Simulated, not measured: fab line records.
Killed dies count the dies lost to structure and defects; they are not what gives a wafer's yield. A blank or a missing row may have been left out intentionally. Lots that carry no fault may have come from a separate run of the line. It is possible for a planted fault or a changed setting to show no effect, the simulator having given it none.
Split-lot experiment :: flow rit_cmos :: 23 wafers read across 5 lots, on a route 202 steps long

THE SPLIT
At RIT_ACTIVE_DEVELOP_10 (develop time 50 s), the setting develop_time_s was moved away from the recipe's 50 s on 5 of the 23 wafers read, by -11.6% to -4.1%. This setting was run at the recipe's value on the other wafers.

FROM THE SPLIT TO THE READING: what the file shows between them, 4 steps
- RIT_ACTIVE_CD_MEAS_11: target cd 1400 nm
- RIT_ACTIVE_HARDBAKE_12: time 60 s
- RIT_ACTIVE_ETCH_13: etches Si3N4 in SF6, stops on SiO2, time 210 s, target depth 210 nm
- RIT_ACTIVE_STRIP_14: strips in O2, time 180 s

THE READING
cd_nm (nm) at RIT_ACTIVE_CD_MEAS_90, where the cd target is 1400 nm. A value of 1399.9 nm with a standard deviation of 2.1 nm is what fault-free wafers of this fab line usually give.

wafer: L077.1
tool, chamber at the split: litho_track-02, 0
develop_time_s as run, s: 50
against the recipe: recipe
cd_nm, nm: 1399.8
against lot-mates on the recipe: -

wafer: L077.2
tool, chamber at the split: litho_track-02, 0
develop_time_s as run, s: 50
against the recipe: recipe
cd_nm, nm: 1403.6
against lot-mates on the recipe: -

wafer: L077.3
tool, chamber at the split: litho_track-02, 0
develop_time_s as run, s: 50
against the recipe: recipe
cd_nm, nm: 1399.2
against lot-mates on the recipe: -

wafer: L077.4
tool, chamber at the split: litho_track-02, 0
develop_time_s as run, s: 50
against the recipe: recipe
cd_nm, nm: 1399.7
against lot-mates on the recipe: -

wafer: L077.6
tool, chamber at the split: litho_track-02, 0
develop_time_s as run, s: 50
against the recipe: recipe
cd_nm, nm: 1401.8
against lot-mates on the recipe: -

wafer: L079.1
tool, chamber at the split: litho_track-01, 0
develop_time_s as run, s: 50
against the recipe: recipe
cd_nm, nm: 1401.7
against lot-mates on the recipe: -

wafer: L079.2
tool, chamber at the split: litho_track-01, 0
develop_time_s as run, s: 50
against the recipe: recipe
cd_nm, nm: 1401.1
against lot-mates on the recipe: -

wafer: L079.4
tool, chamber at the split: litho_track-01, 0
develop_time_s as run, s: 50
against the recipe: recipe
cd_nm, nm: 1402.0
against lot-mates on the recipe: -

wafer: L079.5
tool, chamber at the split: litho_track-01, 0
develop_time_s as run, s: 50
against the recipe: recipe
cd_nm, nm: 1402.2
against lot-mates on the recipe: -

wafer: L079.6
tool, chamber at the split: litho_track-01, 0
develop_time_s as run, s: 50
against the recipe: recipe
cd_nm, nm: 1400.7
against lot-mates on the recipe: -

wafer: L080.1
tool, chamber at the split: litho_track-01, 0
develop_time_s as run, s: 50
against the recipe: recipe
cd_nm, nm: 1399.0
against lot-mates on the recipe: -

wafer: L080.4
tool, chamber at the split: litho_track-01, 0
develop_time_s as run, s: 50
against the recipe: recipe
cd_nm, nm: 1400.5
against lot-mates on the recipe: -

wafer: L080.5
tool, chamber at the split: litho_track-01, 0
develop_time_s as run, s: 50
against the recipe: recipe
cd_nm, nm: 1398.9
against lot-mates on the recipe: -

wafer: L081.1
tool, chamber at the split: litho_track-01, 0
develop_time_s as run, s: 50
against the recipe: recipe
cd_nm, nm: 1394.3
against lot-mates on the recipe: -

wafer: L081.2
tool, chamber at the split: litho_track-01, 0
develop_time_s as run, s: 44.2
against the recipe: -11.6%
cd_nm, nm: 1408.7
against lot-mates on the recipe: +14.6

wafer: L081.4
tool, chamber at the split: litho_track-01, 0
develop_time_s as run, s: 44.2
against the recipe: -11.6%
cd_nm, nm: 1405.7
against lot-mates on the recipe: +11.6

wafer: L081.5
tool, chamber at the split: litho_track-01, 0
develop_time_s as run, s: 50
against the recipe: recipe
cd_nm, nm: 1394.7
against lot-mates on the recipe: -

wafer: L081.6
tool, chamber at the split: litho_track-01, 0
develop_time_s as run, s: 50
against the recipe: recipe
cd_nm, nm: 1393.4
against lot-mates on the recipe: -

wafer: L085.1
tool, chamber at the split: litho_track-01, 0
develop_time_s as run, s: 47.96
against the recipe: -4.1%
cd_nm, nm: 1404.4
against lot-mates on the recipe: +4.4

wafer: L085.2
tool, chamber at the split: litho_track-01, 0
develop_time_s as run, s: 47.96
against the recipe: -4.1%
cd_nm, nm: 1403.9
against lot-mates on the recipe: +3.9

wafer: L085.3
tool, chamber at the split: litho_track-01, 0
develop_time_s as run, s: 50
against the recipe: recipe
cd_nm, nm: 1399.9
against lot-mates on the recipe: -

wafer: L085.5
tool, chamber at the split: litho_track-01, 0
develop_time_s as run, s: 47.96
against the recipe: -4.1%
cd_nm, nm: 1403.7
against lot-mates on the recipe: +3.7

wafer: L085.6
tool, chamber at the split: litho_track-01, 0
develop_time_s as run, s: 50
against the recipe: recipe
cd_nm, nm: 1400.1
against lot-mates on the recipe: -

THE FIT
A straight line over all 23 wafers: cd_nm changes by -0.706 nm for each +1% of develop_time_s; r = -0.69; the points scatter about the line by 2.6 nm.
The same after taking each lot's own level away (the mean of its wafers on the recipe; 23 wafers): -1.11 nm for each +1%; r = -0.97; scatter 1.1 nm.
The reading moves by 13 nm for the largest change in develop_time_s, on that fit.
Across the lots, their own levels run from 1394.13 to 1401.54 nm, a range of 3.5 times the standard deviation given above.
So the lot-to-lot level blurs the effect unless lot-mates are compared.
Check: for one of the wafers moved furthest among these (-11.6%), held out of the fit, the line's prediction against its lot-mates is +11.5 nm. It came out at +14.6 nm against them.

FURTHER SPLITS ON THESE WAFERS
Before the reading, these wafers also passed through other splits. Each is held against what the fit with the lots' levels taken away leaves over:
other split on the same wafers: RIT_ACTIVE_CVD_03 time_s
wafers away from the commonest value: 15
r with cd_nm (lot level and that fit taken away): -0.09

THE WHOLE CHAIN: every reading that the file lists as answering this split, in the file's order
step: RIT_ACTIVE_CD_MEAS_11
what it does: target cd 1400 nm
reading: cd_nm
change (the file's fit): -1.13 nm for each +1% of the setting
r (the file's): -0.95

step: RIT_ACTIVE_CD_MEAS_90
what it does: target cd 1400 nm
reading: cd_nm
change (the file's fit): -1.11 nm for each +1% of the setting
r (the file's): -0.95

THE FILE'S OWN FIT
cd_nm changes by -1.11 nm for each +1% of develop_time_s, r = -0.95.
